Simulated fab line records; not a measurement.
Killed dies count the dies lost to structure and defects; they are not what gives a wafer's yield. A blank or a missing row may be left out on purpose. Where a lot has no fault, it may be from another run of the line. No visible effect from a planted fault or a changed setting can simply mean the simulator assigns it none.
fab line records | flow berkeley_cmos170
record: lots: 15 | wafers: 45 | last_day: 12
route steps=331 shown V1@267 M2@272 V2@303
lots untouched by any fault: they come from a run of this same line in which no faults occurred
start_h: hours from the record's first day to the start of the lot's first wafer shown | wait_h: how many hours have passed since the lot's step before this one | " the same as in the row above | L1.1+2: a row that stands for several wafers | - no value, or no start was given | * or withheld: withheld | < > ~ a bound
route shown NAME@n: names a module that has steps shown in the file, with the first one's number in the route | usual: mean/standard deviation of fault-free wafers | same: alike in all rows | chamber/n: place in a boat | sites: the reading at each site | _std_site: the standard deviation of these | _edge_site: inner sites' mean taken away from outer sites' mean | radius_mm: how far each site lies from the wafer's centre | mask NAME#n: copy n | behind: tool/chamber where the wafer was last shaped | hold: why the lot was held/for how many hours/how that ended | device: names the non-switching transistor (n, p or np) | end of line: tests run on the same wafers once the route is complete | for a step that has no rows: nothing shown but its recipe | killed: dies lost to structure and defects at the first sort, not the wafer's yield | map: a wafer's dies, x killed, . not, _ none there
set.NAME: setting as actually run; set.NAME@STEP: the setting as run at that earlier step | model.NAME: the simulator's own value behind a step, which no gauge read
route steps across a sampled set of lots; one table per step, one row per wafer
services: from which hour (start_h, from the record's first day; less than 0 if before it) a tool's chamber was out of use, for how many hours, and why
== steps ==
step: UCB170_V1_OVL_MEAS_13
usual: V1_OVL: -4/5.1
lot.wafer | tool       | chamber | start_h | wait_h | V1_OVL[nm]
L539.2    | overlay-01 | -       | 149.71  | 0.1    | 1
L539.3    | "          | -       | "       | "      | -7
L539.4    | "          | -       | "       | "      | -7
L540.2    | overlay-01 | -       | 157.17  | 0.1    | 1
L540.4    | "          | -       | "       | "      | 1
L540.5    | "          | -       | "       | "      | -2
L543.1    | overlay-01 | -       | 173.10  | 0.1    | -2
L543.4    | "          | -       | "       | "      | -3
L543.5    | "          | -       | "       | "      | 2
L545.2    | overlay-01 | -       | 190.93  | 0.1    | 3
L545.4    | "          | -       | "       | "      | 7
L545.5    | "          | -       | "       | "      | 4
L546.2    | overlay-01 | -       | 191.30  | 0.1    | -8
L546.4    | "          | -       | "       | "      | -2
L546.6    | "          | -       | "       | "      | -4
L550.1    | overlay-01 | -       | 201.37  | 0.1    | -7
L550.3    | "          | -       | "       | "      | -8
L550.6    | "          | -       | "       | "      | -7
L551.3    | overlay-01 | -       | 210.79  | 0.1    | -6
L551.5    | "          | -       | "       | "      | -2
L551.6    | "          | -       | "       | "      | 0
L552.4    | overlay-02 | -       | 217.91  | 0.1    | -5
L552.5    | "          | -       | "       | "      | -11
L552.6    | "          | -       | "       | "      | -9
L555.4    | overlay-02 | -       | 229.81  | 0.1    | -2
L555.5    | "          | -       | "       | "      | -9
L555.6    | "          | -       | "       | "      | -8
L556.2    | overlay-02 | -       | 235.15  | 0.1    | -15
L556.4    | "          | -       | "       | "      | -5
L556.5    | "          | -       | "       | "      | -6
L559.4    | overlay-02 | -       | 253.94  | 0.1    | -6
L559.5    | "          | -       | "       | "      | 3
L559.6    | "          | -       | "       | "      | -9
L560.1    | overlay-01 | -       | 254.18  | 0.1    | -18
L560.2    | "          | -       | "       | "      | -7
L560.5    | "          | -       | "       | "      | -12
L558.1    | overlay-02 | -       | 254.40  | 0.1    | -7
L558.3    | "          | -       | "       | "      | -6
L558.4    | "          | -       | "       | "      | -8
L561.3    | overlay-01 | -       | 267.39  | 0.1    | 3
L561.4    | "          | -       | "       | "      | 7
L561.6    | "          | -       | "       | "      | 4
L562.1    | overlay-01 | -       | 267.66  | 0.1    | 0
L562.3    | "          | -       | "       | "      | 1
L562.6    | "          | -       | "       | "      | -8
step: UCB170_M2_SPUTTER_01
recipe: material: Al | target_thk_nm: 900 | time_s: 120 | power_w: 6000 | chamber_pressure_pa: 0.5
usual: throttle_valve_pct: 29.6/1
lot.wafer | tool           | chamber | start_h | wait_h | throttle_valve_pct
L539.2    | pvd_sputter-01 | -       | 150.21  | 0.0    | 31.3
L539.3    | "              | -       | "       | "      | 29.1
L539.4    | "              | -       | "       | "      | 28.8
L540.2    | pvd_sputter-03 | -       | 157.67  | 0.0    | 29.8
L540.4    | "              | -       | "       | "      | 30.8
L540.5    | "              | -       | "       | "      | 28.7
L543.1    | pvd_sputter-02 | -       | 173.60  | 0.0    | 27.9
L543.4    | "              | -       | "       | "      | 30.3
L543.5    | "              | -       | "       | "      | 29.9
L545.2    | pvd_sputter-03 | -       | 191.42  | 0.0    | 29.9
L545.4    | "              | -       | "       | "      | 30.7
L545.5    | "              | -       | "       | "      | 31.0
L546.2    | pvd_sputter-02 | -       | 191.81  | 0.0    | 30.1
L546.4    | "              | -       | "       | "      | 27.9
L546.6    | "              | -       | "       | "      | 29.7
L550.1    | pvd_sputter-02 | -       | 201.92  | 0.0    | 28.1
L550.3    | "              | -       | "       | "      | 29.9
L550.6    | "              | -       | "       | "      | 27.7
L551.3    | pvd_sputter-01 | -       | 211.28  | 0.0    | 31.2
L551.5    | "              | -       | "       | "      | 29.2
L551.6    | "              | -       | "       | "      | 28.7
L552.4    | pvd_sputter-03 | -       | 218.39  | 0.0    | 28.7
L552.5    | "              | -       | "       | "      | 29.3
L552.6    | "              | -       | "       | "      | 29.7
L555.4    | pvd_sputter-01 | -       | 230.29  | 0.0    | 29.3
L555.5    | "              | -       | "       | "      | 29.5
L555.6    | "              | -       | "       | "      | 31.5
L556.2    | pvd_sputter-02 | -       | 235.65  | 0.0    | 30.5
L556.4    | "              | -       | "       | "      | 27.8
L556.5    | "              | -       | "       | "      | 28.0
L559.4    | pvd_sputter-03 | -       | 254.42  | 0.0    | 29.1
L559.5    | "              | -       | "       | "      | 28.6
L559.6    | "              | -       | "       | "      | 31.0
L560.1    | pvd_sputter-01 | -       | 254.69  | 0.0    | 31.4
L560.2    | "              | -       | "       | "      | 29.1
L560.5    | "              | -       | "       | "      | 28.7
L558.1    | pvd_sputter-03 | -       | 254.90  | 0.0    | 28.9
L558.3    | "              | -       | "       | "      | 30.8
L558.4    | "              | -       | "       | "      | 29.5
L561.3    | pvd_sputter-02 | -       | 267.88  | 0.0    | 30.2
L561.4    | "              | -       | "       | "      | 27.8
L561.6    | "              | -       | "       | "      | 28.0
L562.1    | pvd_sputter-01 | -       | 268.16  | 0.0    | 31.3
L562.3    | "              | -       | "       | "      | 28.7
L562.6    | "              | -       | "       | "      | 28.6
step: UCB170_M2_ETCH_17
recipe: chemistry: N2/H2 | target_depth_a: withheld | overetch_a: withheld | target: BARC | time_s: withheld | source_w: 500 | bias_w: 100 | pressure_mtorr: 30 | n2_flow_sccm: 100 | h2_flow_sccm: 200
usual: drypump_motor_current_A: 5.9/0.42 | oes_product_au: 1.008/0.02 | throttle_valve_pct: 13.29/0.15
lot.wafer | tool        | chamber | start_h | wait_h | drypump_motor_current_A | oes_product_au | throttle_valve_pct
L539.2    | rie_diel-01 | 3       | 152.40  | 0.0    | 6.3                     | 1.013          | 13.34
L539.3    | "           | 0       | "       | "      | 6.7                     | 0.985          | 13.51
L539.4    | "           | 2       | "       | "      | 6.6                     | 1.015          | 13.05
L540.2    | rie_diel-03 | 2       | 159.78  | 0.0    | 5.6                     | 1.013          | 13.26
L540.4    | "           | 1       | "       | "      | 5.7                     | 0.992          | 13.35
L540.5    | "           | 2       | "       | "      | 5.6                     | 1.012          | 13.26
L543.1    | rie_diel-01 | 1       | 176.36  | 0.0    | 5.3                     | 1.008          | 12.99
L543.4    | "           | 2       | "       | "      | 6.6                     | 1.025          | 13.03
L543.5    | "           | 3       | "       | "      | 6.3                     | 1.021          | 13.32
L545.2    | rie_diel-02 | 3       | 194.08  | 0.0    | 6.6                     | 0.987          | 13.37
L545.4    | "           | 1       | "       | "      | 5.7                     | 1.003          | 13.22
L545.5    | "           | 0       | "       | "      | 5.7                     | 0.997          | 13.03
L546.2    | rie_diel-02 | 1       | 194.23  | 0.0    | 5.7                     | 0.984          | 13.21
L546.4    | "           | 3       | "       | "      | 6.7                     | 0.977          | 13.37
L546.6    | "           | 1       | "       | "      | 5.7                     | 0.999          | 13.22
L550.1    | rie_diel-03 | 1       | 204.47  | 0.0    | 5.7                     | 1.007          | 13.35
L550.3    | "           | 0       | "       | "      | 5.9                     | 1.018          | 13.32
L550.6    | "           | 1       | "       | "      | 5.8                     | 1.009          | 13.35
L551.3    | rie_diel-03 | 3       | 213.54  | 0.0    | 6.0                     | 1.041          | 13.43
L551.5    | "           | 0       | "       | "      | 5.9                     | 1.019          | 13.34
L551.6    | "           | 1       | "       | "      | 5.8                     | 1.005          | 13.34
L552.4    | rie_diel-02 | 2       | 220.65  | 0.0    | 5.4                     | 0.960          | 13.40
L552.5    | "           | 2       | "       | "      | 5.4                     | 0.951          | 13.39
L552.6    | "           | 3       | "       | "      | 6.6                     | 0.993          | 13.37
L555.4    | rie_diel-03 | 1       | 233.46  | 0.0    | 5.8                     | 1.010          | 13.35
L555.5    | "           | 0       | "       | "      | 5.9                     | 1.018          | 13.30
L555.6    | "           | 1       | "       | "      | 5.8                     | 0.994          | 13.34
L556.2    | rie_diel-03 | 3       | 237.78  | 0.0    | 6.1                     | 1.028          | 13.42
L556.4    | "           | 1       | "       | "      | 5.8                     | 0.996          | 13.34
L556.5    | "           | 2       | "       | "      | 5.5                     | 0.999          | 13.27
L559.4    | rie_diel-03 | 1       | 257.24  | 0.0    | 5.7                     | 1.006          | 13.34
L559.5    | "           | 2       | "       | "      | 5.5                     | 1.025          | 13.28
L559.6    | "           | 3       | "       | "      | 6.0                     | 1.046          | 13.43
L560.1    | rie_diel-01 | 3       | 257.51  | 0.0    | 6.3                     | 1.013          | 13.33
L560.2    | "           | 1       | "       | "      | 5.3                     | 1.007          | 13.01
L560.5    | "           | 0       | "       | "      | 6.7                     | 1.024          | 13.50
L558.1    | rie_diel-03 | 3       | 257.79  | 0.0    | 6.0                     | 1.038          | 13.45
L558.3    | "           | 2       | "       | "      | 5.6                     | 1.007          | 13.27
L558.4    | "           | 0       | "       | "      | 5.9                     | 1.018          | 13.33
L561.3    | rie_diel-01 | 3       | 269.97  | 0.0    | 6.3                     | 1.013          | 13.32
L561.4    | "           | 1       | "       | "      | 5.3                     | 1.008          | 12.99
L561.6    | "           | 1       | "       | "      | 5.3                     | 1.007          | 12.99
L562.1    | rie_diel-02 | 3       | 270.56  | 0.0    | 6.6                     | 0.989          | 13.36
L562.3    | "           | 1       | "       | "      | 5.7                     | 0.999          | 13.22
L562.6    | "           | 1       | "       | "      | 5.7                     | 0.999          | 13.21
step: UCB170_V2_DEVELOP_11
recipe: developer: TMAH | develop_time_s: 45 | resist: KrF | dev_temp_c: 21
usual: chill_plate_temp_C: 23.01/0.13 | develop_time_s: 45/0
lot.wafer | tool           | chamber | start_h | wait_h | chill_plate_temp_C | develop_time_s
L539.2    | litho_track-04 | 0       | 154     | -      | 22.68              | 45
L539.3    | "              | 0       | "       | "      | 22.90              | 45
L539.4    | "              | 0       | "       | "      | 22.87              | 45
L540.2    | litho_track-03 | 0       | 162     | -      | 23.05              | 45
L540.4    | "              | 0       | "       | "      | 23.20              | 45
L540.5    | "              | 0       | "       | "      | 23.06              | 45
L543.1    | litho_track-03 | 0       | 179     | -      | 22.75              | 45
L543.4    | "              | 0       | "       | "      | 22.81              | 45
L543.5    | "              | 0       | "       | "      | 22.72              | 45
L545.2    | litho_track-04 | 0       | 196     | -      | 22.98              | 45
L545.4    | "              | 0       | "       | "      | 22.83              | 45
L545.5    | "              | 0       | "       | "      | 23.05              | 45
L546.2    | litho_track-04 | 0       | 196     | -      | 23.18              | 45
L546.4    | "              | 0       | "       | "      | 23.20              | 45
L546.6    | "              | 0       | "       | "      | 23.16              | 45
L550.1    | litho_track-03 | -       | 208     | -      | -                  | -
L550.3    | "              | -       | "       | "      | -                  | -
L550.6    | "              | -       | "       | "      | -                  | -
L551.3    | litho_track-03 | -       | 215     | -      | -                  | -
L551.5    | "              | -       | "       | "      | -                  | -
L551.6    | "              | -       | "       | "      | -                  | -
L552.4    | litho_track-04 | -       | 222     | -      | -                  | -
L552.5    | "              | -       | "       | "      | -                  | -
L552.6    | "              | -       | "       | "      | -                  | -
L555.4    | litho_track-04 | 0       | 235     | -      | 22.90              | 45
L555.5    | "              | 0       | "       | "      | 22.99              | 45
L555.6    | "              | 0       | "       | "      | 23.00              | 45
L556.2    | litho_track-01 | 0       | 239     | -      | 23.12              | 45
L556.4    | "              | 0       | "       | "      | 22.97              | 45
L556.5    | "              | 0       | "       | "      | 23.13              | 45
L559.4    | litho_track-03 | 0       | 259     | -      | 22.94              | 45
L559.5    | "              | 0       | "       | "      | 23.15              | 45
L559.6    | "              | 0       | "       | "      | 23.20              | 45
L560.1    | litho_track-03 | 0       | 259     | -      | 23.02              | 45
L560.2    | "              | 0       | "       | "      | 22.98              | 45
L560.5    | "              | 0       | "       | "      | 23.19              | 45
L558.1    | litho_track-03 | 0       | 260     | -      | 22.91              | 45
L558.3    | "              | 0       | "       | "      | 22.95              | 45
L558.4    | "              | 0       | "       | "      | 22.91              | 45
L561.3    | litho_track-03 | 0       | 272     | -      | 22.96              | 45
L561.4    | "              | 0       | "       | "      | 23.03              | 45
L561.6    | "              | 0       | "       | "      | 23.11              | 45
L562.1    | litho_track-04 | 0       | 272     | -      | 23.02              | 45
L562.3    | "              | 0       | "       | "      | 23.01              | 45
L562.6    | "              | 0       | "       | "      | 23.02              | 45
== services ==
tool           | chamber | start_h | hours | kind
rie_diel-03    | 0       | 189.13  | 8.9   | repair
rie_diel-01    | 0       | 210.72  | -     | clean
rie_diel-01    | 0       | 210.72  | 19.9  | scheduled_down
rie_diel-01    | 0       | 210.72  | 19.9  | vent_cycle
rie_diel-01    | -       | 223.27  | 15.6  | pm
rie_diel-02    | 1       | 230.48  | 1.2   | repair
rie_diel-02    | -       | 244.80  | 0.1   | repair
pvd_sputter-02 | -       | 252.02  | 8.0   | repair
== key ==
first_sign: step: UCB170_V2_DEVELOP_11 | reading: tool_record | direction: missing
effect none on later readings
met_at UCB170_V2_DEVELOP_11
struck_lots L550,L551,L552
later_rows_left_out L550.1,L550.3,L550.6,L551.3,L551.5,L551.6,L552.4,L552.5,L552.6
sort_left_out L550.1,L550.3,L550.6,L551.3,L551.5,L551.6,L552.4,L552.5,L552.6
not_acting_at UCB170_V1_OVL_MEAS_13,UCB170_M2_SPUTTER_01,UCB170_M2_ETCH_17
fault: kind: skipped_step_whole | tool: litho_track-03,litho_track-04 | chamber: - | onset_h: 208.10 | steps: UCB170_V2_DEVELOP_11 | scope: struck_lots_only
sort_left_out: the simulated sort isn't trusted on such a fault, so these wafers' sort isn't shown, and their yield isn't known
later_rows_left_out: the simulator's readings of these wafers behind a module that went badly wrong aren't trusted and aren't shown, but for the sort
